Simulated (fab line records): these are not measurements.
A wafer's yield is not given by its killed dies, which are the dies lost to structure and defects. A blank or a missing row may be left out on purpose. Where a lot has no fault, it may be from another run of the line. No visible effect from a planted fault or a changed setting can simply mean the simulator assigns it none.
Split-lot study | flow rit_cmos | 5 lots, 23 wafers read, on a route of 202 steps

## THE SPLIT ITSELF
At RIT_NLDD_COAT_01 (resist thk 1000 nm), the setting resist_thk_nm was moved away from the recipe's 1000 nm on 5 of the 23 wafers read, by -4.4% to +3.9%. This setting was run at the recipe's value on the other wafers.

## FROM THE SPLIT TO THE READING: what the file shows between them, 3 steps
- RIT_NLDD_SOFTBAKE_02: time 60 s
- RIT_NLDD_EXPOSE_03: exposes mask M7, target cd 40700 nm
- RIT_NLDD_DEVELOP_05: develop time 50 s

## THE READING
NOVOLAK_of_NLDD_COAT_01.thk_nm (the simulator's own value, which no gauge read), in nm, at RIT_NLDD_HARDBAKE_07 (time 60 s). No usual value for it is given in the file. The 18 wafers here that ran the recipe average 882.2 nm, standard deviation 1.3 nm.

wafer  | tool, chamber at the split | resist_thk_nm as run, nm | against the recipe | NOVOLAK_of_NLDD_COAT_01.thk_nm, nm | against lot-mates on the recipe
L076.1 | litho_track-03, 0          | 1000                     | recipe             | 881                                | -
L076.4 | litho_track-03, 0          | 1000                     | recipe             | 882.3                              | -
L076.5 | litho_track-03, 0          | 1000                     | recipe             | 880.9                              | -
L077.1 | litho_track-04, 0          | 1000                     | recipe             | 881.4                              | -
L077.2 | litho_track-04, 0          | 1039                     | +3.9%              | 917                                | +35.4
L077.3 | litho_track-04, 0          | 1039                     | +3.9%              | 915.9                              | +34.3
L077.4 | litho_track-04, 0          | 1000                     | recipe             | 881.8                              | -
L077.6 | litho_track-04, 0          | 1039                     | +3.9%              | 913.9                              | +32.3
L079.2 | litho_track-03, 0          | 1000                     | recipe             | 883.2                              | -
L079.3 | litho_track-03, 0          | 1000                     | recipe             | 884                                | -
L079.4 | litho_track-03, 0          | 1000                     | recipe             | 885.5                              | -
L079.5 | litho_track-03, 0          | 1000                     | recipe             | 880.8                              | -
L079.6 | litho_track-03, 0          | 1000                     | recipe             | 880.9                              | -
L082.2 | litho_track-01, 0          | 1000                     | recipe             | 880.7                              | -
L082.3 | litho_track-01, 0          | 1000                     | recipe             | 882.9                              | -
L082.4 | litho_track-01, 0          | 1000                     | recipe             | 882.8                              | -
L082.5 | litho_track-01, 0          | 1000                     | recipe             | 881.1                              | -
L082.6 | litho_track-01, 0          | 1000                     | recipe             | 881.5                              | -
L085.1 | litho_track-04, 0          | 956.2                    | -4.4%              | 843.7                              | -39.3
L085.2 | litho_track-04, 0          | 1000                     | recipe             | 882.6                              | -
L085.3 | litho_track-04, 0          | 1000                     | recipe             | 884.3                              | -
L085.4 | litho_track-04, 0          | 1000                     | recipe             | 882.2                              | -
L085.5 | litho_track-04, 0          | 956.2                    | -4.4%              | 844.3                              | -38.7

THE FIT
A straight line over all 23 wafers: NOVOLAK_of_NLDD_COAT_01.thk_nm changes by +8.64 nm for each +1% of resist_thk_nm; r = +1.00; the points scatter about the line by 1.3 nm.
The same after taking each lot's own level away (the mean of its wafers on the recipe; 23 wafers): +8.81 nm for each +1%; r = +1.00; scatter 1.2 nm.
The reading moves by 39 nm for the largest change in resist_thk_nm, on that fit.
Across the lots, their own levels run from 881.40 to 883.03 nm, a range of 1.2 times the standard deviation given above.
Hence the lot-to-lot level has little effect on the slope; both slopes agree.
Check: with one of the wafers moved furthest among these (-4.4%) left out of the fit, the line predicts -38.4 nm for it against its lot-mates. It came out at -39.3 nm against them.

## FURTHER SPLITS ON THESE WAFERS
These wafers also went through other splits before the reading. Each is held against what the fit with the lots' levels taken away leaves over:
other split on the same wafers   | wafers away from the commonest value | r with NOVOLAK_of_NLDD_COAT_01.thk_nm (lot level and that fit taken away)
RIT_FOX2_OXIDATION_00 ox_time_s  | 13                                   | +0.02
RIT_PWELL_SOFTBAKE_02 temp_c     | 6                                    | +0.01
RIT_NRETRO_IMPLANT_08 energy_kev | 12                                   | -0.09
RIT_PRETRO_IMPLANT_08 energy_kev | 10                                   | +0.28
RIT_GATE_OXIDATION_05 temp_c     | 15                                   | +0.03
RIT_GATE_EXPOSE_13 dose_mj       | 6                                    | -0.15

## THE WHOLE CHAIN: every reading that the file lists as answering this split, in the file's order
step                 | what it does       | reading                                                                         | change (the file's fit)              | r (the file's)
RIT_NLDD_COAT_01     | resist thk 1000 nm | NOVOLAK_of_NLDD_COAT_01.thk_nm (the simulator's own value, which no gauge read) | +10.1 nm for each +1% of the setting | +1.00
RIT_NLDD_HARDBAKE_07 | time 60 s          | NOVOLAK_of_NLDD_COAT_01.thk_nm (the simulator's own value, which no gauge read) | +8.83 nm for each +1% of the setting | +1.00

## FILE'S OWN FIT
NOVOLAK_of_NLDD_COAT_01.thk_nm changes by +8.83 nm for each +1% of resist_thk_nm, r = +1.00.
